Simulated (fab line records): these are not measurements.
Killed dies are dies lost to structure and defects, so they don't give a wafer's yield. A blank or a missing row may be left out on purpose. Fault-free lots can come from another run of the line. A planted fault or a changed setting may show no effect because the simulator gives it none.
Which tool is to blame? + flow ritCmos + 42 wafers from 14 lots sampled at 2 of the route's 202 steps

## WHAT THE GAUGES SHOWED, per wafer
RIT_SPACER_THK_MEAS_04.
| lot  | measured    | on           | SPACER_NITRIDE_THK (nm) |
|------|-------------|--------------|-------------------------|
| L160 | day 3 01:22 | filmMetro-01 | 247.3 249.9 249.3       |
| L161 | day 3 08:06 | filmMetro-01 | 252.5 249.4 252.8       |
| L162 | day 3 10:49 | filmMetro-03 | 251.1 248.4 249.8       |
| L163 | day 3 13:50 | filmMetro-03 | 250.3 248.3 249.0       |
| L164 | day 3 21:59 | filmMetro-02 | 254.2 250.6 251.0       |
| L165 | day 4 04:27 | filmMetro-02 | 252.5 251.0 252.0       |
| L166 | day 4 08:11 | filmMetro-02 | 250.4 249.9 250.6       |
| L172 | day 5 16:55 | filmMetro-03 | 246.8 246.4 247.3       |
| L175 | day 6 08:00 | filmMetro-03 | 252.2 252.1 251.6       |
| L176 | day 6 13:11 | filmMetro-02 | 236.6 234.4 235.4       |
| L177 | day 6 17:14 | filmMetro-03 | 237.0 234.3 234.0       |
| L178 | day 6 19:50 | filmMetro-03 | 247.3 249.4 247.4       |
| L179 | day 6 21:47 | filmMetro-03 | 245.1 245.5 246.9       |
| L181 | day 7 12:40 | filmMetro-01 | 247.9 248.0 248.2       |

## EACH LOT AND THE TOOL THAT RAN IT (in order: tool; ch and the chambers of the sampled wafers; start)
| lot  | RIT_SPACER_CVD_03          |
|------|----------------------------|
| L160 | lpcvd-02 ch 1, day 2 23:26 |
| L161 | lpcvd-02 ch 1, day 3 06:11 |
| L162 | lpcvd-02 ch 1, day 3 08:54 |
| L163 | lpcvd-02 ch 1, day 3 11:55 |
| L164 | lpcvd-02 ch 1, day 3 20:03 |
| L165 | lpcvd-02 ch 1, day 4 02:31 |
| L166 | lpcvd-01 ch 0, day 4 06:16 |
| L172 | lpcvd-01 ch 0, day 5 14:59 |
| L175 | lpcvd-01 ch 1, day 6 06:05 |
| L176 | lpcvd-02 ch 0, day 6 10:18 |
| L177 | lpcvd-02 ch 1, day 6 15:18 |
| L178 | lpcvd-01 ch 0, day 6 17:55 |
| L179 | lpcvd-01 ch 0, day 6 19:50 |
| L181 | lpcvd-01 ch 1, day 7 10:45 |
- RIT_SPACER_CVD_03: deposits Si3N4 from SiH2Cl2/NH3, target thk 250 nm, time 3300 s.

## AS READ BY THE TOOLS THEMSELVES (means over the sampled wafers that have a number; for cases with no such wafer, the mark the record gives instead)
RIT_SPACER_CVD_03.
| lot  | tool     | pressureMtorr (mTorr) |
|------|----------|-----------------------|
| L160 | lpcvd-02 | 299.7                 |
| L161 | lpcvd-02 | 299.6                 |
| L162 | lpcvd-02 | 299.6                 |
| L163 | lpcvd-02 | 300.1                 |
| L164 | lpcvd-02 | 298.5                 |
| L165 | lpcvd-02 | 300.0                 |
| L166 | lpcvd-01 | 299.3                 |
| L172 | lpcvd-01 | 299.8                 |
| L175 | lpcvd-01 | 300.1                 |
| L176 | lpcvd-02 | 240.7                 |
| L177 | lpcvd-02 | 240.4                 |
| L178 | lpcvd-01 | 300.2                 |
| L179 | lpcvd-01 | 299.4                 |
| L181 | lpcvd-01 | 299.7                 |

## THE ANSWER, worked out from the rows above alone
Rule: the usual values come from the lots themselves. Put in order of their means at a reading, lots are off if they are a third of the lots or fewer, leave a main group of 4 or more, and stand apart from it by a gap of 3 or more times the standard deviation of the main group's means; of several such gaps the widest counts. The tables above print the reading to a certain number of digits; a main group whose means all agree to those digits is not used. Also off: a lot with no number at a reading for which 4 or more lots have one. Any other lot the step has rows for is counted as sound. The gauges are gone through in route order, then the tools' own readings, and for those a lot's mean is taken as printed above. At the first step where some lot is off, the reading lying furthest off is the one used; lots without a number count as furthest.
Off: L176, L177, seen at RIT_SPACER_THK_MEAS_04 (SPACER_NITRIDE_THK). Main group: mean 249.5 nm, sd 2.
If a tool, at a process step before that reading, ran all the lots that are off and no sound lot after the first of them, it fits. Not tried: the gauges at RIT_SPACER_THK_MEAS_04; whatever is off there is also off at RIT_SPACER_CVD_03, on other tools, and gauge error can't account for it. One fits: lpcvd-02 at RIT_SPACER_CVD_03. Its last sound lot is L165 (day 4 02:31), its first lot that is off L176 (day 6 10:18): a fault that began between those two fits.
The tool's own readings at RIT_SPACER_CVD_03 bear it out: on the lots that are off they differ by more than 5 times the standard deviation of the sound lots' means. pressureMtorr reads 240.6 mTorr there against 299.7 mTorr on the sound lots.

## WHAT THE SIMULATOR HAD INSERTED
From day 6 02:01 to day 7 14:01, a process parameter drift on lpcvd-02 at RIT_SPACER_CVD_03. From 300, the setting pressureMtorr moved by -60. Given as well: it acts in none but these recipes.
Struck lots among those shown: L176, L177. The rule above found the same.
